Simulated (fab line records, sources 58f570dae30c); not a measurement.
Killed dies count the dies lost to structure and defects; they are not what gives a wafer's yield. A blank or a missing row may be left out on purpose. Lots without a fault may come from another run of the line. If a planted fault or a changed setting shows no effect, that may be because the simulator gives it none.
fab line records -- flow berkeleyCmos170
record lots=5, wafers=15, lastDay=13
route steps=331 shown NLDD@168 SPACER@171 PSD@175
lots untouched by any fault: they come from a run of this same line in which no faults occurred
startH: hours from the record's opening day to when the first of the lot's shown wafers began -- waitH: hours from the lot's prior step to this one -- " same as the row above -- L1.1+2: several wafers, shown together as one row -- - no value present, or no start provided -- * or withheld: withheld -- < > ~ a bound
route shown NAME@n: a module of which the file shows steps, and the number in the route of the first -- usual: average and standard deviation across the fault-free wafers -- same: alike in all rows -- chamber/n: place in a boat -- sites: per-site readings -- _std_site: the values' standard deviation -- _edge_site: inner sites' mean taken away from outer sites' mean -- radiusMm: how far each site lies from the wafer's centre -- mask NAME#n: copy n -- behind: the last tool/chamber to shape the wafer -- hold: why the lot was held/for how many hours/how that ended -- device: whichever transistor did not switch (one of n, p or np) -- end of line: the same wafers' tests at the end of the route -- a step given without rows: its recipe and nothing more -- killed: dies lost to structure and defects at the first sort, not the wafer's yield -- map: the dies of a wafer, with x for killed, . for not killed, _ for no die there
set.NAME: the setting as run; set.NAME@STEP: as run at that earlier step -- model.NAME: the simulator's own value behind a step, which no gauge read
lots at selected steps of the route; one table per step, one row per wafer
services: a tool's chamber out of use, with start hour (startH, from the record's first day; less than 0 if before it), hours out, and reason
## steps
# step UCB170_NLDD_STRIP_10
# recipe chemistry=O2, powerW=400, pressureMtorr=3500, platenTempC=withheld, o2FlowSccm=400, overashFraction=0.5
# usual drypumpMotorCurrentA=5.6/0.4, oesProductAu=0.734/0.0049, stripTimeToEndpointS=21.60/0.061
lot.wafer,tool,chamber,startH,waitH,drypumpMotorCurrentA,oesProductAu,rfHoursCounterH,stripTimeToEndpointS
L079.4,plasmaAsher-03,1,174.40,0.1,5.8,0.741,-,21.56
L079.5,plasmaAsher-03,1,174.40,0.1,5.8,0.736,-,21.58
L079.6,plasmaAsher-03,0,174.40,0.1,5.6,0.733,-,21.66
L078.1,plasmaAsher-02,0,176.08,0.1,6.2,0.736,36,21.54
L078.3,plasmaAsher-02,1,176.08,0.1,5.1,0.730,-,21.61
L078.5,plasmaAsher-02,1,176.08,0.1,5.1,0.732,-,21.67
L080.1,plasmaAsher-02,1,187.67,0.1,5.0,0.735,37,21.71
L080.4,plasmaAsher-02,1,187.67,0.1,5.1,0.741,-,21.66
L080.5,plasmaAsher-02,0,187.67,0.1,6.2,0.728,-,21.65
L087.2,plasmaAsher-02,1,220.91,0.1,5.1,0.731,41,21.50
L087.3,plasmaAsher-02,0,220.91,0.1,6.2,0.735,-,21.62
L087.5,plasmaAsher-02,1,220.91,0.1,5.1,0.740,-,21.53
L095.1,plasmaAsher-02,0,269.04,0.1,6.2,0.739,46,21.65
L095.3,plasmaAsher-02,1,269.04,0.1,5.1,0.731,-,21.51
L095.4,plasmaAsher-02,0,269.04,0.1,6.2,0.736,-,21.54
# step UCB170_NLDD_TW_MEAS_11
# usual NLDD_TW=2218/11
lot.wafer,tool,chamber,startH,waitH,NLDD_TW
L079.4,filmMetro-02,-,174.50,0.1,2212
L079.5,filmMetro-02,-,174.50,0.1,2214
L079.6,filmMetro-02,-,174.50,0.1,2201
L078.1,filmMetro-02,-,176.18,0.1,2200
L078.3,filmMetro-02,-,176.18,0.1,2200
L078.5,filmMetro-02,-,176.18,0.1,2208
L080.1,filmMetro-03,-,187.77,0.1,2228
L080.4,filmMetro-03,-,187.77,0.1,2227
L080.5,filmMetro-03,-,187.77,0.1,2224
L087.2,filmMetro-04,-,221.02,0.1,2205
L087.3,filmMetro-04,-,221.02,0.1,2221
L087.5,filmMetro-04,-,221.02,0.1,2222
L095.1,filmMetro-02,-,269.14,0.1,2201
L095.3,filmMetro-02,-,269.14,0.1,2196
L095.4,filmMetro-02,-,269.14,0.1,2212
# step UCB170_NLDD_CLEAN_12
# recipe chemistry=SPM, tempC=120, timeS=600
# usual tempC=119.98/0.13
lot.wafer,tool,chamber,startH,waitH,tempC
L079.4,wetBench-04,2,174.53,0.0,120.11
L079.5,wetBench-04,2,174.53,0.0,120.33
L079.6,wetBench-04,2,174.53,0.0,120.05
L078.1,wetBench-04,3,176.24,0.1,119.99
L078.3,wetBench-04,3,176.24,0.1,119.96
L078.5,wetBench-04,3,176.24,0.1,119.97
L080.1,wetBench-04,2,188.32,0.5,120.08
L080.4,wetBench-04,2,188.32,0.5,120.09
L080.5,wetBench-04,2,188.32,0.5,119.92
L087.2,wetBench-04,1,221.07,0.0,119.87
L087.3,wetBench-04,1,221.07,0.0,119.86
L087.5,wetBench-04,1,221.07,0.0,119.82
L095.1,wetBench-04,2,269.58,0.4,120.13
L095.3,wetBench-04,2,269.58,0.4,120.11
L095.4,wetBench-04,2,269.58,0.4,119.88
# step UCB170_SPACER_CVD_00
# recipe material=SiO2, targetThkNm=376, tempC=390, precursor=TEOS/O2, timeS=47, rfW=550, pressureMtorr=9000
# usual heaterPowerW=271/48
lot.wafer,tool,chamber,startH,waitH,heaterPowerW
L079.4,pecvd-02,1,174.74,0.0,364
L079.5,pecvd-02,0,174.74,0.0,272
L079.6,pecvd-02,2,174.74,0.0,266
L078.1,pecvd-03,2,176.43,0.0,370
L078.3,pecvd-03,1,176.43,0.0,250
L078.5,pecvd-03,2,176.43,0.0,262
L080.1,pecvd-03,1,188.50,0.0,234
L080.4,pecvd-03,0,188.50,0.0,210
L080.5,pecvd-03,1,188.50,0.0,251
L087.2,pecvd-01,0,221.24,0.0,247
L087.3,pecvd-01,2,221.24,0.0,210
L087.5,pecvd-01,0,221.24,0.0,252
L095.1,pecvd-02,1,269.76,0.0,374
L095.3,pecvd-02,2,269.76,0.0,308
L095.4,pecvd-02,2,269.76,0.0,315
# step UCB170_SPACER_THK_MEAS_01
# recipe reads=SiO2_of_SPACER_CVD_00
# usual SPACER_TEOS_THK=378/4.3
lot.wafer,tool,chamber,startH,waitH,SPACER_TEOS_THK[nm]
L079.4,filmMetro-03,-,174.79,0.0,377
L079.5,filmMetro-03,-,174.79,0.0,380
L079.6,filmMetro-03,-,174.79,0.0,376
L078.1,filmMetro-04,-,176.47,0.0,375
L078.3,filmMetro-04,-,176.47,0.0,377
L078.5,filmMetro-04,-,176.47,0.0,382
L080.1,filmMetro-01,-,188.54,0.0,378
L080.4,filmMetro-01,-,188.54,0.0,381
L080.5,filmMetro-01,-,188.54,0.0,388
L087.2,filmMetro-01,-,221.29,0.0,374
L087.3,filmMetro-01,-,221.29,0.0,379
L087.5,filmMetro-01,-,221.29,0.0,382
L095.1,filmMetro-04,-,269.80,0.0,371
L095.3,filmMetro-04,-,269.80,0.0,369
L095.4,filmMetro-04,-,269.80,0.0,375
# step UCB170_SPACER_ANNEAL_02
# recipe tempC=900, timeS=1800, ambient=N2
# usual spikeTcCentreC=902.5/1.4, spikeTcSourceC=925.2/1.2
lot.wafer,tool,chamber,startH,waitH,spikeTcCentreC,spikeTcSourceC
L078.1,furnace-04,0,177.91,1.4,902.6,925.3
L078.3,furnace-04,0,177.91,1.4,903.0,925.3
L078.5,furnace-04,0,177.91,1.4,903.1,926.9
L079.4,furnace-04,0,177.91,3.1,902.2,925.0
L079.5,furnace-04,0,177.91,3.1,902.8,925.9
L079.6,furnace-04,0,177.91,3.1,903.6,924.6
L080.1,furnace-04,0,191.58,3.0,902.5,925.2
L080.4,furnace-04,0,191.58,3.0,902.3,925.9
L080.5,furnace-04,0,191.58,3.0,904.9,925.4
L087.2,furnace-01,0,224.72,3.4,900.1,923.3
L087.3,furnace-01,0,224.72,3.4,902.6,924.3
L087.5,furnace-01,0,224.72,3.4,902.0,924.0
L095.1,furnace-02,0,271.99,2.2,904.4,925.9
L095.3,furnace-02,0,271.99,2.2,903.7,924.9
L095.4,furnace-02,0,271.99,2.2,905.5,925.6
# step UCB170_SPACER_ETCHBACK_03
# recipe stopOn=Si, target=SiO2, chemistry=CHF3/CF4/Ar, CHF3_flow_sccm=50, cf4FlowSccm=10, Ar_flow_sccm=120, pressureMtorr=200, rfW=500, targetDepthA=3760, timeS=97.26
# usual CHF3_flow_sccm=50.02/0.15, drypumpMotorCurrentA=5.5/0.57, oesProductAu=0.917/0.017, throttleValvePct=6.48/0.09
lot.wafer,tool,chamber,startH,waitH,CHF3_flow_sccm,drypumpMotorCurrentA,oesProductAu,rfHoursCounterH,throttleValvePct
L079.4,rieDiel-02,1,179.41,0.0,50.03,5.0,0.912,141,6.61
L079.5,rieDiel-02,3,179.41,0.0,50.06,4.9,0.911,-,6.44
L079.6,rieDiel-02,2,179.41,0.0,49.99,6.2,0.936,-,6.58
L078.1,rieDiel-01,0,179.46,0.1,50.06,5.6,0.912,68,6.38
L078.3,rieDiel-01,1,179.46,0.1,50.01,4.6,0.944,8,6.54
L078.5,rieDiel-01,0,179.46,0.1,49.98,5.6,0.918,-,6.38
L080.1,rieDiel-02,0,193.08,0.0,50.18,5.8,0.905,5,6.51
L080.4,rieDiel-02,2,193.08,0.0,50.02,6.2,0.935,14,6.56
L080.5,rieDiel-02,1,193.08,0.0,50.32,5.0,0.924,-,6.62
L087.2,rieDiel-01,3,226.22,0.0,50.08,4.9,0.919,20,6.37
L087.3,rieDiel-01,2,226.22,0.0,49.99,6.1,0.921,119,6.50
L087.5,rieDiel-01,2,226.22,0.0,50.12,6.1,0.925,-,6.47
L095.1,rieDiel-02,3,273.56,0.1,50.17,4.9,0.902,19,6.43
L095.3,rieDiel-02,2,273.56,0.1,49.97,6.2,0.922,18,6.57
L095.4,rieDiel-02,1,273.56,0.1,49.93,5.0,0.906,2,6.61
# step UCB170_PSD_HMDS_00
# recipe primeTimeS=60, primeTempC=100
# same primeTimeS=60
lot.wafer,tool,chamber,startH,waitH
L079.4+5+6,lithoTrack-02,0,179.56,0.1
L078.1+3+5,lithoTrack-04,0,179.64,0.1
L080.1+4+5,lithoTrack-04,0,193.60,0.5
L087.2+3+5,lithoTrack-04,0,226.81,0.6
L095.1+3+4,lithoTrack-02,0,274.01,0.4
# step UCB170_PSD_COAT_01
# recipe resist=KrF, spinRpm=1500, resistThkNm=900
lot.wafer,tool,chamber,startH,waitH
L079.4+5+6,lithoTrack-02,0,179.71,0.1
L078.1+3+5,lithoTrack-04,0,179.79,0.1
L080.1+4+5,lithoTrack-04,0,193.75,0.1
L087.2+3+5,lithoTrack-04,0,226.96,0.1
L095.1+3+4,lithoTrack-02,0,274.16,0.1
# step UCB170_PSD_SOFTBAKE_02
# recipe resist=KrF, tempC=130, timeS=60
# usual heaterPowerTotalW=56.80/0.047, plateTempC=130.01/0.14
lot.wafer,tool,chamber,startH,waitH,heaterPowerTotalW,plateTempC
L079.4,lithoTrack-02,0,179.86,0.1,56.79,129.83
L079.5,lithoTrack-02,0,179.86,0.1,56.83,130.04
L079.6,lithoTrack-02,0,179.86,0.1,56.77,129.89
L078.1,lithoTrack-04,0,179.94,0.1,56.81,130.14
L078.3,lithoTrack-04,0,179.94,0.1,56.86,130.02
L078.5,lithoTrack-04,0,179.94,0.1,56.78,129.95
L080.1,lithoTrack-04,0,193.90,0.1,56.78,130.09
L080.4,lithoTrack-04,0,193.90,0.1,56.81,130.15
L080.5,lithoTrack-04,0,193.90,0.1,56.87,130.16
L087.2,lithoTrack-04,0,227.11,0.1,56.80,129.89
L087.3,lithoTrack-04,0,227.11,0.1,56.69,129.91
L087.5,lithoTrack-04,0,227.11,0.1,56.79,129.79
L095.1,lithoTrack-02,0,274.31,0.1,56.83,130.02
L095.3,lithoTrack-02,0,274.31,0.1,56.78,130.15
L095.4,lithoTrack-02,0,274.31,0.1,56.82,129.92
# step UCB170_PSD_EXPOSE_03
# recipe maskId=PSELECT_MOD, na=0.5, sigmaOuter=0.6, sourceShape=conventional, targetCdNm=1200, doseMj=30
# usual stageVelMmS=500.00/0.24
# same na=0.5
lot.wafer,tool,chamber,startH,waitH,mask,stageVelMmS
L079.4,krfScanner-02,0,179.99,0.1,PSELECT_MOD#0,499.53
L079.5,krfScanner-02,0,179.99,0.1,PSELECT_MOD#0,499.87
L079.6,krfScanner-02,0,179.99,0.1,PSELECT_MOD#0,500.17
L078.1,krfScanner-02,0,180.42,0.4,PSELECT_MOD#0,500.16
L078.3,krfScanner-02,0,180.42,0.4,PSELECT_MOD#0,500.12
L078.5,krfScanner-02,0,180.42,0.4,PSELECT_MOD#0,499.90
L080.1,krfScanner-01,0,-,-,PSELECT_MOD#0,500.01
L080.4,krfScanner-01,0,-,-,PSELECT_MOD#0,500.14
L080.5,krfScanner-01,0,-,-,PSELECT_MOD#0,500.18
L087.2,krfScanner-02,0,227.44,0.3,PSELECT_MOD#0,500.06
L087.3,krfScanner-02,0,227.44,0.3,PSELECT_MOD#0,500.17
L087.5,krfScanner-02,0,227.44,0.3,PSELECT_MOD#0,499.65
L095.1,krfScanner-02,0,274.59,0.2,PSELECT_MOD#0,499.54
L095.3,krfScanner-02,0,274.59,0.2,PSELECT_MOD#0,499.66
L095.4,krfScanner-02,0,274.59,0.2,PSELECT_MOD#0,499.65
# step UCB170_PSD_PEB_04
# recipe pebTempC=130, pebTimeS=withheld, resist=KrF
# usual heaterPowerTotalW=56.80/0.044, plateTempC=130.01/0.13
lot.wafer,tool,chamber,startH,waitH,heaterPowerTotalW,plateTempC
L079.4,lithoTrack-02,0,180.46,0.4,56.81,129.94
L079.5,lithoTrack-02,0,180.46,0.4,56.80,129.77
L079.6,lithoTrack-02,0,180.46,0.4,56.79,129.92
L078.1,lithoTrack-01,0,180.66,0.2,56.74,129.93
L078.3,lithoTrack-01,0,180.66,0.2,56.84,129.81
L078.5,lithoTrack-01,0,180.66,0.2,56.88,129.95
L080.1,lithoTrack-02,0,-,-,56.75,130.04
L080.4,lithoTrack-02,0,-,-,56.82,129.92
L080.5,lithoTrack-02,0,-,-,56.79,130.12
L087.2,lithoTrack-04,0,227.56,0.1,56.87,130.17
L087.3,lithoTrack-04,0,227.56,0.1,56.84,130.20
L087.5,lithoTrack-04,0,227.56,0.1,56.88,130.04
L095.1,lithoTrack-04,0,275.27,0.7,56.80,130.37
L095.3,lithoTrack-04,0,275.27,0.7,56.82,130.02
L095.4,lithoTrack-04,0,275.27,0.7,56.85,130.34
# step UCB170_PSD_DEVELOP_05
# recipe developer=TMAH, developTimeS=45, resist=KrF, devTempC=21
lot.wafer,tool,chamber,startH,waitH
L079.4+5+6,lithoTrack-02,0,-,-
L078.1+3+5,lithoTrack-01,0,-,-
L080.1+4+5,lithoTrack-02,0,-,-
L087.2+3+5,lithoTrack-04,0,-,-
L095.1+3+4,lithoTrack-04,0,-,-
# step UCB170_PSD_CD_MEAS_06
# recipe targetCdNm=1200
# usual cdNm=1199.7/1.4
lot.wafer,tool,chamber,startH,waitH,cdNm
L079.4,cdSem-02,-,180.72,-,1199.6
L079.5,cdSem-02,-,180.72,-,1199.6
L079.6,cdSem-02,-,180.72,-,1201.5
L078.1,cdSem-02,-,180.93,-,1195.1
L078.3,cdSem-02,-,180.93,-,1197.1
L078.5,cdSem-02,-,180.93,-,1197.3
L080.1,cdSem-02,-,195.90,-,1200.1
L080.4,cdSem-02,-,195.90,-,1200.1
L080.5,cdSem-02,-,195.90,-,1199.6
L087.2,cdSem-01,-,227.83,-,1199.0
L087.3,cdSem-01,-,227.83,-,1199.1
L087.5,cdSem-01,-,227.83,-,1200.2
L095.1,cdSem-01,-,275.55,-,1199.0
L095.3,cdSem-01,-,275.55,-,1197.7
L095.4,cdSem-01,-,275.55,-,1199.4
# step UCB170_PSD_OVL_MEAS_07
# usual PSD_OVL=4/6
lot.wafer,tool,chamber,startH,waitH,PSD_OVL[nm]
L079.4,overlay-02,-,180.80,0.1,9
L079.5,overlay-02,-,180.80,0.1,8
L079.6,overlay-02,-,180.80,0.1,8
L078.1,overlay-02,-,181.05,0.1,12
L078.3,overlay-02,-,181.05,0.1,9
L078.5,overlay-02,-,181.05,0.1,11
L080.1,overlay-02,-,196.02,0.1,6
L080.4,overlay-02,-,196.02,0.1,-4
L080.5,overlay-02,-,196.02,0.1,3
L087.2,overlay-02,-,227.94,0.1,5
L087.3,overlay-02,-,227.94,0.1,12
L087.5,overlay-02,-,227.94,0.1,5
L095.1,overlay-02,-,275.67,0.1,7
L095.3,overlay-02,-,275.67,0.1,13
L095.4,overlay-02,-,275.67,0.1,16
## services
tool,chamber,startH,hours,kind
pecvd-02,1,156.36,12.1,repair
krfScanner-01,-,157.55,3.6,pm
krfScanner-01,-,162.32,0.5,repair
pecvd-02,-,163.95,0.9,repair
rieDiel-01,0,171.36,4.5,repair
furnace-01,-,182.83,3.3,pm
krfScanner-01,-,192.02,0.3,repair
rieDiel-01,2,196.39,4.4,repair
furnace-02,-,197.23,3.4,pm
pecvd-03,0,199.39,4.9,repair
pecvd-02,-,207.04,5.5,pm
furnace-04,-,213.67,3.3,pm
krfScanner-01,-,220.37,0.8,repair
krfScanner-01,-,224.03,1.0,pm
plasmaAsher-03,-,229.85,1.2,repair
krfScanner-01,-,231.85,0.5,repair
krfScanner-02,-,233.34,1.3,pm
pecvd-01,2,235.22,11.9,repair
furnace-02,-,241.08,1.6,pm
pecvd-02,-,242.50,14.0,pm
rieDiel-01,3,243.70,1.4,repair
krfScanner-02,-,251.28,3.0,pm
pecvd-02,-,267.52,0.5,repair
rieDiel-01,-,268.60,15.6,pm
## key
fault none
